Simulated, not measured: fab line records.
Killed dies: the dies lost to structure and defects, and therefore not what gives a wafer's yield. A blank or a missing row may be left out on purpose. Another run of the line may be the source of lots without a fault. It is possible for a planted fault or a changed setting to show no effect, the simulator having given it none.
Chamber matching + flow berkeley-cmos170 + UCB170_V1_CVD_00 on pecvd-01 has 3 sister chambers
The step deposits SiO2 from TEOS/O2, target thk 2000 nm, time 250 s. 3 wafers are shown with their chamber, then 10 later ones without.

## EACH WAFER AND ITS CHAMBER
| wafer  | chamber | heater-power-w (W) |
|--------|---------|--------------------|
| L088.5 | 1       | 161                |
| L090.2 | 0       | 294                |
| L090.3 | 2       | 329                |

## WAFERS WHOSE CHAMBER IS MISSING
| wafer  | heater-power-w (W) |
|--------|--------------------|
| L090.4 | 164                |
| L093.1 | 251                |
| L093.3 | 290                |
| L093.4 | 160                |
| L091.2 | 234                |
| L091.3 | 269                |
| L091.6 | 282                |
| L096.3 | 215                |
| L096.5 | 314                |
| L096.6 | 166                |

## THE CHAMBER EACH PASSED THROUGH
| wafer  | from the rows above          | in truth |
|--------|------------------------------|----------|
| L090.4 | 1                            | 1        |
| L093.1 | can't be placed: 0 or 2 or 1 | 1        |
| L093.3 | can't be placed: 0 or 2      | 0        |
| L093.4 | 1                            | 1        |
| L091.2 | can't be placed: 0 or 1 or 2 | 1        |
| L091.3 | can't be placed: 0 or 2      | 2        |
| L091.6 | can't be placed: 0 or 2      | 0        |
| L096.3 | can't be placed: 1 or 0 or 2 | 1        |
| L096.5 | can't be placed: 2 or 0      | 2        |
| L096.6 | 1                            | 1        |
3 of 10 placed correctly. Unplaceable from these rows: 7, with the true chamber sitting among the candidates in 7. Number placed wrongly: 0.
How it was worked out, from the rows above alone: a wafer's distance from a chamber is the root of the sum, over the readings, of the square of ((its reading less the chamber's mean) divided by the reading's scatter). If the next closest chamber is less than 2 further off than the closest, the wafer can't be placed; otherwise it belongs to the closest. Each chamber's mean is taken over the wafers shown for it. The scatter: root of mean squared gap, hidden wafer to nearest shown wafer, with one shown wafer a chamber.
